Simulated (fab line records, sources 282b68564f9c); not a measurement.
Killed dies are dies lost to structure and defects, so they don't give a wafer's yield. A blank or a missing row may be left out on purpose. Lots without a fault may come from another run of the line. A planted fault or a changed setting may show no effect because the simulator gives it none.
fab line records | flow rit_cmos
record lots=14 wafers=42 last_day=7
route steps=202 shown PWELL@40 M1@202
lots that met no fault: from a run of the same line without faults
start_h: hours from the record's first day to the start of the lot's first wafer shown | wait_h: hours since the lot's step before | " the same as in the row above | L1.1+2: a row that stands for several wafers | - no value, or no start given | * or withheld: withheld | < > ~ a bound
route shown NAME@n: a module of which the file shows steps, and the number in the route of the first | usual: mean/standard deviation of fault-free wafers | same: alike in all rows | chamber/n: place in a boat | sites: the reading at each site | _std_site: their standard deviation | _edge_site: outer sites' mean less inner sites' | radius_mm: how far each site lies from the wafer's centre | mask NAME#n: copy n | behind: the tool/chamber that last shaped the wafer | hold: why the lot was held/for how many hours/how that ended | device: the transistor (n, p or np) that didn't switch | end of line: the same wafers' tests at the end of the route | a step without rows: its recipe alone | killed: dies lost to structure and defects at the first sort, not the wafer's yield | map: a wafer's dies, x killed, . not, _ none there
set.NAME: the setting as run; set.NAME@STEP: as run at that earlier step | model.NAME: the simulator's own value behind a step, which no gauge read
steps of the route over a sample of lots; a table a step, a row a wafer
## steps
# step RIT_PWELL_COAT_01
# recipe resist=NOVOLAK spin_rpm=2000 resist_thk_nm=1300
# usual spin_speed_rpm=1999.9/1.3
# columns lot.wafer tool chamber start_h wait_h spin_speed_rpm
L627.1 litho_track-01 0 22.81 0.1 2000.4
L627.3 " 0 " " 1999.4
L627.6 " 0 " " 2000.3
L628.1 litho_track-03 0 28.28 0.1 1998.8
L628.3 " 0 " " 1999.2
L628.5 " 0 " " 1998.4
L629.1 litho_track-03 0 32.47 0.1 1999.5
L629.4 " 0 " " 1998.8
L629.5 " 0 " " 1997.5
L631.1 litho_track-04 0 44.69 0.1 2003.0
L631.2 " 0 " " 1999.6
L631.6 " 0 " " 1999.8
L634.1 litho_track-04 0 64.10 0.1 1999.7
L634.2 " 0 " " 2002.0
L634.3 " 0 " " 1999.8
L636.3 litho_track-03 0 70.04 0.1 2000.0
L636.5 " 0 " " 2002.5
L636.6 " 0 " " 1999.1
L637.3 litho_track-03 0 74.57 0.1 2001.8
L637.4 " 0 " " 2001.0
L637.6 " 0 " " 1998.0
L638.3 litho_track-01 0 79.57 0.1 2002.6
L638.5 " 0 " " 2000.3
L638.6 " 0 " " 1999.0
L639.2 litho_track-04 0 83.69 0.1 2001.4
L639.3 " 0 " " 2002.3
L639.5 " 0 " " 2001.8
L640.4 litho_track-03 0 88.07 0.1 1999.4
L640.5 " 0 " " 2000.7
L640.6 " 0 " " 1999.9
L642.2 litho_track-01 0 100.15 0.1 1998.0
L642.3 " 0 " " 1998.5
L642.5 " 0 " " 1998.6
L648.1 litho_track-03 0 128.57 0.1 1999.3
L648.2 " 0 " " 2001.3
L648.4 " 0 " " 1999.2
L649.1 litho_track-01 0 132.56 0.1 1740.7
L649.3 " 0 " " 1741.3
L649.6 " 0 " " 1742.3
L650.2 litho_track-01 0 137.00 0.1 1744.2
L650.4 " 0 " " 1745.2
L650.5 " 0 " " 1744.8
# step RIT_M1_PROBE_99
# usual killed_at_contacts=0.1/0.36 killed_at_front_end=7/3.1 killed_dies=7/3.1 killed_open=3.6/2.1 killed_short=3.2/1.9
# same gross_dies=264 killed_at_M0_to_M3=0 killed_at_M4_up=0 killed_at_back_side=0 killed_at_other=0
# columns lot.wafer tool chamber start_h wait_h killed_at_contacts killed_at_front_end killed_dies killed_open killed_short
L638.3 prober-02 - 117.98 0.2 0 7 7 4 3
L638.5 prober-02 - 118.08 0.2 0 3 3 3 0
L638.6 prober-02 - 118.13 0.2 0 10 10 5 5
# killed by level:class
L638.3 FOX1:geometric_particle:short=1 GATE:geometric_particle:short=1 GATE:geometric_particle:open=1 REOX:geometric_particle:open=1 SPACER:geometric_particle:open=1 SPACER:geometric_particle:short=1 SILICIDE:geometric_particle:open=1
L638.5 SPACER:geometric_particle:open=2 SILICIDE:geometric_particle:open=1
L638.6 SPACER:geometric_particle:short=3 SPACER:geometric_particle:open=3 FOX1:geometric_particle:short=1 FOX1:geometric_particle:open=1 FOX2:geometric_particle:short=1 GATE:geometric_particle:open=1
## key
first_sign step=RIT_PWELL_COAT_01 reading=spin_speed_rpm direction=down sigmas=99+ usual=1999.9 struck=1743.1
effect none on later readings
met_at RIT_PWELL_COAT_01
struck_lots L649,L650
tester_left_out L649,L650
onset_between 100.15 132.56
fault kind=process_parameter_drift tool=litho_track-01 chamber=- onset_h=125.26 steps=RIT_PWELL_COAT_01 channel=spin_rpm offset=-257.23 shape=step end_h=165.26 acts_in=these_recipes_only stated=2000
# tester_left_out: of these lots the tester's yield and bins aren't shown, on N5 and GAA mostly nor the transistor test; their killed dies are dies lost to structure and defects alone, not to doping, threshold or leakage, so they don't give the yield
